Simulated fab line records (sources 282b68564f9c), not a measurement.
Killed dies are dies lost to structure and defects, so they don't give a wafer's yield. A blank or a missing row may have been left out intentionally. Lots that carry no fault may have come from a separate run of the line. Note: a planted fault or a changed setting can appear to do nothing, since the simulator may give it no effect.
Split-lot trial :: flow rit-cmos :: route with 202 steps; 5 lots, 23 wafers read

ON THE SPLIT
At RIT_PSD_COAT_01 (resist thk 1000 nm), the setting resist-thk-nm was moved away from the recipe's 1000 nm on 7 of the 23 wafers read, by -2.4% to +3.5%. For the rest of the wafers, this setting stayed at what the recipe calls for.

The reading is taken at the split's own step.

THE READING
NOVOLAK_of_PSD_COAT_01.thk-nm (the simulator's own value, which no gauge read), in nm, at RIT_PSD_COAT_01 (resist thk 1000 nm). The file does not state a usual value for it. Across the 16 wafers here that went through the recipe, the average is 1001.2 nm and the standard deviation 3.9 nm.

wafer: L076.1
tool, chamber at the split: litho-track-03, 0
resist-thk-nm as run, nm: 1000
against the recipe: recipe
NOVOLAK_of_PSD_COAT_01.thk-nm, nm: 1002
against lot-mates on the recipe: -

wafer: L076.2
tool, chamber at the split: litho-track-03, 0
resist-thk-nm as run, nm: 1000
against the recipe: recipe
NOVOLAK_of_PSD_COAT_01.thk-nm, nm: 1002
against lot-mates on the recipe: -

wafer: L076.4
tool, chamber at the split: litho-track-03, 0
resist-thk-nm as run, nm: 1035
against the recipe: +3.5%
NOVOLAK_of_PSD_COAT_01.thk-nm, nm: 1040
against lot-mates on the recipe: +37.7

wafer: L076.5
tool, chamber at the split: litho-track-03, 0
resist-thk-nm as run, nm: 1035
against the recipe: +3.5%
NOVOLAK_of_PSD_COAT_01.thk-nm, nm: 1040
against lot-mates on the recipe: +37.7

wafer: L076.6
tool, chamber at the split: litho-track-03, 0
resist-thk-nm as run, nm: 1000
against the recipe: recipe
NOVOLAK_of_PSD_COAT_01.thk-nm, nm: 1003
against lot-mates on the recipe: -

wafer: L077.1
tool, chamber at the split: litho-track-02, 0
resist-thk-nm as run, nm: 1000
against the recipe: recipe
NOVOLAK_of_PSD_COAT_01.thk-nm, nm: 996.9
against lot-mates on the recipe: -

wafer: L077.2
tool, chamber at the split: litho-track-02, 0
resist-thk-nm as run, nm: 1000
against the recipe: recipe
NOVOLAK_of_PSD_COAT_01.thk-nm, nm: 996.4
against lot-mates on the recipe: -

wafer: L077.3
tool, chamber at the split: litho-track-02, 0
resist-thk-nm as run, nm: 976.2
against the recipe: -2.4%
NOVOLAK_of_PSD_COAT_01.thk-nm, nm: 969.8
against lot-mates on the recipe: -26.1

wafer: L077.4
tool, chamber at the split: litho-track-02, 0
resist-thk-nm as run, nm: 976.2
against the recipe: -2.4%
NOVOLAK_of_PSD_COAT_01.thk-nm, nm: 971.3
against lot-mates on the recipe: -24.6

wafer: L077.5
tool, chamber at the split: litho-track-02, 0
resist-thk-nm as run, nm: 1000
against the recipe: recipe
NOVOLAK_of_PSD_COAT_01.thk-nm, nm: 994.3
against lot-mates on the recipe: -

wafer: L079.2
tool, chamber at the split: litho-track-02, 0
resist-thk-nm as run, nm: 1000
against the recipe: recipe
NOVOLAK_of_PSD_COAT_01.thk-nm, nm: 996.6
against lot-mates on the recipe: -

wafer: L079.3
tool, chamber at the split: litho-track-02, 0
resist-thk-nm as run, nm: 1000
against the recipe: recipe
NOVOLAK_of_PSD_COAT_01.thk-nm, nm: 998
against lot-mates on the recipe: -

wafer: L079.5
tool, chamber at the split: litho-track-02, 0
resist-thk-nm as run, nm: 1000
against the recipe: recipe
NOVOLAK_of_PSD_COAT_01.thk-nm, nm: 998.1
against lot-mates on the recipe: -

wafer: L080.1
tool, chamber at the split: litho-track-03, 0
resist-thk-nm as run, nm: 1000
against the recipe: recipe
NOVOLAK_of_PSD_COAT_01.thk-nm, nm: 1004
against lot-mates on the recipe: -

wafer: L080.2
tool, chamber at the split: litho-track-03, 0
resist-thk-nm as run, nm: 1000
against the recipe: recipe
NOVOLAK_of_PSD_COAT_01.thk-nm, nm: 1003
against lot-mates on the recipe: -

wafer: L080.3
tool, chamber at the split: litho-track-03, 0
resist-thk-nm as run, nm: 1000
against the recipe: recipe
NOVOLAK_of_PSD_COAT_01.thk-nm, nm: 1003
against lot-mates on the recipe: -

wafer: L080.4
tool, chamber at the split: litho-track-03, 0
resist-thk-nm as run, nm: 1000
against the recipe: recipe
NOVOLAK_of_PSD_COAT_01.thk-nm, nm: 1005
against lot-mates on the recipe: -

wafer: L080.6
tool, chamber at the split: litho-track-03, 0
resist-thk-nm as run, nm: 1000
against the recipe: recipe
NOVOLAK_of_PSD_COAT_01.thk-nm, nm: 1002
against lot-mates on the recipe: -

wafer: L081.1
tool, chamber at the split: litho-track-03, 0
resist-thk-nm as run, nm: 1000
against the recipe: recipe
NOVOLAK_of_PSD_COAT_01.thk-nm, nm: 1008
against lot-mates on the recipe: -

wafer: L081.2
tool, chamber at the split: litho-track-03, 0
resist-thk-nm as run, nm: 1027
against the recipe: +2.7%
NOVOLAK_of_PSD_COAT_01.thk-nm, nm: 1032
against lot-mates on the recipe: +24.5

wafer: L081.3
tool, chamber at the split: litho-track-03, 0
resist-thk-nm as run, nm: 1000
against the recipe: recipe
NOVOLAK_of_PSD_COAT_01.thk-nm, nm: 1007
against lot-mates on the recipe: -

wafer: L081.5
tool, chamber at the split: litho-track-03, 0
resist-thk-nm as run, nm: 1027
against the recipe: +2.7%
NOVOLAK_of_PSD_COAT_01.thk-nm, nm: 1034
against lot-mates on the recipe: +26.5

wafer: L081.6
tool, chamber at the split: litho-track-03, 0
resist-thk-nm as run, nm: 1027
against the recipe: +2.7%
NOVOLAK_of_PSD_COAT_01.thk-nm, nm: 1029
against lot-mates on the recipe: +21.5

THE FIT
A straight line over all 23 wafers: NOVOLAK_of_PSD_COAT_01.thk-nm changes by +11.6 nm for each +1% of resist-thk-nm; r = +0.98; the points scatter about the line by 3.6 nm.
The same after taking each lot's own level away (the mean of its wafers on the recipe; 23 wafers): +10.1 nm for each +1%; r = +0.99; scatter 1.8 nm.
Per that fit: largest resist-thk-nm move, reading shift of 35 nm.
The lots' own levels span 995.87 to 1007.50 nm, that is 3.0 times the standard deviation above.
Hence the slope depends on the lot-to-lot level, as the two fits are not the same.
Check: +34.3 nm against its lot-mates is what the line predicts for one of the wafers moved furthest among these (+3.5%) when that wafer is left out of the fit. Against them it came out at +37.7 nm.

THESE WAFERS: OTHER SPLITS
These wafers also went through other splits before the reading. Each is held against what the fit with the lots' levels taken away leaves over:
other split on the same wafers: RIT_ACTIVE_COAT_06 spin-rpm
wafers away from the commonest value: 5
r with NOVOLAK_of_PSD_COAT_01.thk-nm (lot level and that fit taken away): +0.13

other split on the same wafers: RIT_ACTIVE_EXPOSE_08 dose-mj
wafers away from the commonest value: 8
r with NOVOLAK_of_PSD_COAT_01.thk-nm (lot level and that fit taken away): -0.11

other split on the same wafers: RIT_ACTIVE_STRIP_14 pressure-mtorr
wafers away from the commonest value: 15
r with NOVOLAK_of_PSD_COAT_01.thk-nm (lot level and that fit taken away): -0.27

other split on the same wafers: RIT_NWELL_IMPLANT_08 energy-kev
wafers away from the commonest value: 6
r with NOVOLAK_of_PSD_COAT_01.thk-nm (lot level and that fit taken away): +0.09

other split on the same wafers: RIT_GATE_CVD_08 temp-c
wafers away from the commonest value: 10
r with NOVOLAK_of_PSD_COAT_01.thk-nm (lot level and that fit taken away): -0.17

other split on the same wafers: RIT_GATE_EXPOSE_13 dose-mj
wafers away from the commonest value: 6
r with NOVOLAK_of_PSD_COAT_01.thk-nm (lot level and that fit taken away): -0.03

other split on the same wafers: RIT_REOX_OXIDATION_03 ox-time-s
wafers away from the commonest value: 18
r with NOVOLAK_of_PSD_COAT_01.thk-nm (lot level and that fit taken away): -0.21

other split on the same wafers: RIT_NLDD_IMPLANT_08 dose-cm2
wafers away from the commonest value: 7
r with NOVOLAK_of_PSD_COAT_01.thk-nm (lot level and that fit taken away): +0.44

other split on the same wafers: RIT_PLDD_IMPLANT_08 dose-cm2
wafers away from the commonest value: 8
r with NOVOLAK_of_PSD_COAT_01.thk-nm (lot level and that fit taken away): +0.12

other split on the same wafers: RIT_SPACER_CLEAN_00 time-s
wafers away from the commonest value: 5
r with NOVOLAK_of_PSD_COAT_01.thk-nm (lot level and that fit taken away): +0.10

THE FILE'S OWN FIT
NOVOLAK_of_PSD_COAT_01.thk-nm changes by +10.2 nm for each +1% of resist-thk-nm, r = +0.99.
